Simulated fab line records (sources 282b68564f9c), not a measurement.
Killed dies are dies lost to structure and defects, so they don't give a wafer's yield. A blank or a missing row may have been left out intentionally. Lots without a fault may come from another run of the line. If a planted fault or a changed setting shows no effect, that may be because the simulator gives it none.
Split-lot trial || flow rit_cmos || 20 wafers read from 5 lots, route of 202 steps

== SPLIT DETAILS ==
At RIT_GATE_DEVELOP_15 (develop time 50 s), the setting develop_time_s was moved away from the recipe's 50 s on 6 of the 20 wafers read, by -9.8% to -7.7%. This setting was run at the recipe's value on the other wafers.

== FROM THE SPLIT TO THE READING: what the file shows between them, 1 step ==
- RIT_GATE_HARDBAKE_18: time 60 s

== THE READING ==
GATE.cd_nm (the simulator's own value, which no gauge read), in nm, at RIT_GATE_ETCH_19 (etches poly-Si in SF6/CHF3/O2, stops on SiO2, time 165 s, target depth 312.5 nm). The file does not state a usual value for it. The 14 wafers here that ran the recipe average 147.6 nm, standard deviation 2.8 nm.

{"wafer": "L075.3", "tool, chamber at the split": "litho_track-04, 0", "develop_time_s as run, s": 50, "against the recipe": "recipe", "GATE.cd_nm, nm": 150.2, "against lot-mates on the recipe": "-"}
{"wafer": "L075.5", "tool, chamber at the split": "litho_track-04, 0", "develop_time_s as run, s": 50, "against the recipe": "recipe", "GATE.cd_nm, nm": 150.5, "against lot-mates on the recipe": "-"}
{"wafer": "L076.1", "tool, chamber at the split": "litho_track-03, 0", "develop_time_s as run, s": 50, "against the recipe": "recipe", "GATE.cd_nm, nm": 141.5, "against lot-mates on the recipe": "-"}
{"wafer": "L076.2", "tool, chamber at the split": "litho_track-03, 0", "develop_time_s as run, s": 45.08, "against the recipe": "-9.8%", "GATE.cd_nm, nm": 166.3, "against lot-mates on the recipe": "+24.0"}
{"wafer": "L076.3", "tool, chamber at the split": "litho_track-03, 0", "develop_time_s as run, s": 45.08, "against the recipe": "-9.8%", "GATE.cd_nm, nm": 165.8, "against lot-mates on the recipe": "+23.5"}
{"wafer": "L076.4", "tool, chamber at the split": "litho_track-03, 0", "develop_time_s as run, s": 45.08, "against the recipe": "-9.8%", "GATE.cd_nm, nm": 157.8, "against lot-mates on the recipe": "+15.5"}
{"wafer": "L076.5", "tool, chamber at the split": "litho_track-03, 0", "develop_time_s as run, s": 50, "against the recipe": "recipe", "GATE.cd_nm, nm": 143.1, "against lot-mates on the recipe": "-"}
{"wafer": "L080.1", "tool, chamber at the split": "litho_track-04, 0", "develop_time_s as run, s": 50, "against the recipe": "recipe", "GATE.cd_nm, nm": 145.2, "against lot-mates on the recipe": "-"}
{"wafer": "L080.2", "tool, chamber at the split": "litho_track-04, 0", "develop_time_s as run, s": 50, "against the recipe": "recipe", "GATE.cd_nm, nm": 145.8, "against lot-mates on the recipe": "-"}
{"wafer": "L080.5", "tool, chamber at the split": "litho_track-04, 0", "develop_time_s as run, s": 50, "against the recipe": "recipe", "GATE.cd_nm, nm": 146.4, "against lot-mates on the recipe": "-"}
{"wafer": "L081.2", "tool, chamber at the split": "litho_track-03, 0", "develop_time_s as run, s": 50, "against the recipe": "recipe", "GATE.cd_nm, nm": 151.8, "against lot-mates on the recipe": "-"}
{"wafer": "L081.3", "tool, chamber at the split": "litho_track-03, 0", "develop_time_s as run, s": 50, "against the recipe": "recipe", "GATE.cd_nm, nm": 147.1, "against lot-mates on the recipe": "-"}
{"wafer": "L081.4", "tool, chamber at the split": "litho_track-03, 0", "develop_time_s as run, s": 50, "against the recipe": "recipe", "GATE.cd_nm, nm": 148.9, "against lot-mates on the recipe": "-"}
{"wafer": "L081.5", "tool, chamber at the split": "litho_track-03, 0", "develop_time_s as run, s": 50, "against the recipe": "recipe", "GATE.cd_nm, nm": 150.3, "against lot-mates on the recipe": "-"}
{"wafer": "L081.6", "tool, chamber at the split": "litho_track-03, 0", "develop_time_s as run, s": 50, "against the recipe": "recipe", "GATE.cd_nm, nm": 148.1, "against lot-mates on the recipe": "-"}
{"wafer": "L083.1", "tool, chamber at the split": "litho_track-04, 0", "develop_time_s as run, s": 46.13, "against the recipe": "-7.7%", "GATE.cd_nm, nm": 162.6, "against lot-mates on the recipe": "+13.8"}
{"wafer": "L083.3", "tool, chamber at the split": "litho_track-04, 0", "develop_time_s as run, s": 46.13, "against the recipe": "-7.7%", "GATE.cd_nm, nm": 161.3, "against lot-mates on the recipe": "+12.5"}
{"wafer": "L083.4", "tool, chamber at the split": "litho_track-04, 0", "develop_time_s as run, s": 46.13, "against the recipe": "-7.7%", "GATE.cd_nm, nm": 162.4, "against lot-mates on the recipe": "+13.6"}
{"wafer": "L083.5", "tool, chamber at the split": "litho_track-04, 0", "develop_time_s as run, s": 50, "against the recipe": "recipe", "GATE.cd_nm, nm": 149.3, "against lot-mates on the recipe": "-"}
{"wafer": "L083.6", "tool, chamber at the split": "litho_track-04, 0", "develop_time_s as run, s": 50, "against the recipe": "recipe", "GATE.cd_nm, nm": 148.3, "against lot-mates on the recipe": "-"}

THE FIT
A straight line over all 20 wafers: GATE.cd_nm changes by -1.69 nm for each +1% of develop_time_s; r = -0.92; the points scatter about the line by 3.1 nm.
The same after taking each lot's own level away (the mean of its wafers on the recipe; 20 wafers): -1.99 nm for each +1%; r = -0.97; scatter 2.1 nm.
According to that fit, moving develop_time_s by its largest amount changes the reading by 20 nm.
From 142.30 to 150.35 nm: that is the span of the lots' own levels, equal to 2.8 times the standard deviation above.
So the slope is not independent of the lot-to-lot level: the two fits are not the same.
Check: with one of the wafers moved furthest among these (-9.8%) left out of the fit, the line predicts +18.3 nm for it against its lot-mates. Against them it came out at +24 nm.

== THESE WAFERS: OTHER SPLITS ==
These wafers also went through other splits before the reading. Each is held against what the fit with the lots' levels taken away leaves over:
{"other split on the same wafers": "RIT_ACTIVE_CVD_03 time_s", "wafers away from the commonest value": 15, "r with GATE.cd_nm (lot level and that fit taken away)": -0.23}
{"other split on the same wafers": "RIT_ACTIVE_DEVELOP_10 develop_time_s", "wafers away from the commonest value": 8, "r with GATE.cd_nm (lot level and that fit taken away)": "+0.34"}
{"other split on the same wafers": "RIT_ACTIVE_ETCH_13 rf_w", "wafers away from the commonest value": 8, "r with GATE.cd_nm (lot level and that fit taken away)": "+0.33"}
{"other split on the same wafers": "RIT_NWELL_SOFTBAKE_02 temp_c", "wafers away from the commonest value": 6, "r with GATE.cd_nm (lot level and that fit taken away)": "+0.08"}
{"other split on the same wafers": "RIT_NWELL_IMPLANT_08 energy_kev", "wafers away from the commonest value": 10, "r with GATE.cd_nm (lot level and that fit taken away)": -0.37}
{"other split on the same wafers": "RIT_PRETRO_COAT_01 spin_rpm", "wafers away from the commonest value": 6, "r with GATE.cd_nm (lot level and that fit taken away)": -0.12}
{"other split on the same wafers": "RIT_GATE_COAT_11 spin_rpm", "wafers away from the commonest value": 6, "r with GATE.cd_nm (lot level and that fit taken away)": -0.38}

== THE FILE'S OWN FIT ==
GATE.cd_nm changes by -1.97 nm for each +1% of develop_time_s, r = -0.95.
